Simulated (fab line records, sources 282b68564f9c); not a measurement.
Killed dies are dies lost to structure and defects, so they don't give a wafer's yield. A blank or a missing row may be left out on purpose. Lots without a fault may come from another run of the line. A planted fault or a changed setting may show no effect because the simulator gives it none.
Which tool did it? | flow rit_cmos | 14 lots, 42 wafers sampled, at 2 steps of a route of 202

WHAT THE GAUGES READ, wafer by wafer
RIT_ACTIVE_BOW_MEAS_00. Usual: INCOMING_BOW 0 um, standard deviation 6.5.
lot  | measured    | on            | INCOMING_BOW (um) | flag
L590 | day 1 10:02 | film_metro-04 | -7 1 2            |
L592 | day 1 20:00 | film_metro-04 | 2 7 4             |
L593 | day 2 01:00 | film_metro-01 | 1 0 -7            |
L594 | day 2 06:01 | film_metro-04 | -5 -8 2           |
L597 | day 2 21:01 | film_metro-04 | -1 1 -3           |
L598 | day 3 02:02 | film_metro-01 | 4 2 -15           |
L599 | day 3 07:00 | film_metro-01 | -7 -9 0           |
L604 | day 4 08:04 | film_metro-01 | -5 8 6            |
L605 | day 4 13:00 | film_metro-01 | 9 -8 3            |
L608 | day 5 04:01 | film_metro-04 | 3 -3 10           |
L610 | day 5 14:01 | film_metro-01 | -12 -10 -4        |
L611 | day 5 19:00 | film_metro-02 | 9 -10 -7          |
L612 | day 6 00:00 | film_metro-01 | -6 7 -14          |
L613 | day 6 05:04 | film_metro-02 | -8 -10 2          |

RIT_ACTIVE_THK_MEAS_02. Usual: ACTIVE_OXIDE_THK 46.9 nm, standard deviation 0.88.
lot  | measured    | on            | ACTIVE_OXIDE_THK (nm) | flag
L590 | day 1 12:04 | film_metro-04 | 46.4 46.3 46.8        |
L592 | day 1 22:03 | film_metro-04 | 45.5 45.5 45.3        |
L593 | day 2 03:03 | film_metro-04 | 46.0 46.2 46.7        |
L594 | day 2 08:04 | film_metro-04 | 47.5 47.2 47.3        |
L597 | day 2 23:04 | film_metro-02 | 49.1 49.3 48.3        |
L598 | day 3 04:04 | film_metro-02 | 46.8 47.1 47.1        |
L599 | day 3 09:03 | film_metro-02 | 49.5 48.4 49.7        |
L604 | day 4 10:14 | film_metro-02 | 46.0 46.3 46.0        |
L605 | day 4 15:03 | film_metro-02 | 46.3 46.2 47.6        |
L608 | day 5 06:04 | film_metro-04 | 47.5 47.0 46.0        |
L610 | day 5 16:04 | film_metro-01 | 46.2 47.0 46.7        |
L611 | day 5 21:03 | film_metro-01 | 46.8 47.4 47.0        |
L612 | day 6 02:03 | film_metro-02 | 47.2 46.1 46.8        |
L613 | day 6 07:05 | film_metro-04 | 46.8 46.4 47.4        |

WHICH TOOL RAN EACH LOT (tool, then ch and the chambers of the sampled wafers, then the start)
The record holds no process step before these readings.

WHAT THE TOOLS THEMSELVES READ (means of the sampled wafers that have a number; where no wafer has one, the mark that the record gives instead)
The record holds no such reading with a usual standard deviation.

THE ANSWER, worked out from the rows above alone
Rule: a lot is off if the mean of its wafers that have a number lies more than 3 standard deviations from the usual mean. A lot without any number at a reading at which 4 lots or more have one is off too. The other lots that the step has rows for count as sound. The gauges are gone through in route order, then the tools' own readings, and for those a lot's mean is taken as printed above. The first step at which some lot is off is used, and at that step the reading that is off furthest; a lot without a number counts as furthest.
No lot is off at any reading shown: from this, nothing can be told.

WHAT THE SIMULATOR HAD PUT IN
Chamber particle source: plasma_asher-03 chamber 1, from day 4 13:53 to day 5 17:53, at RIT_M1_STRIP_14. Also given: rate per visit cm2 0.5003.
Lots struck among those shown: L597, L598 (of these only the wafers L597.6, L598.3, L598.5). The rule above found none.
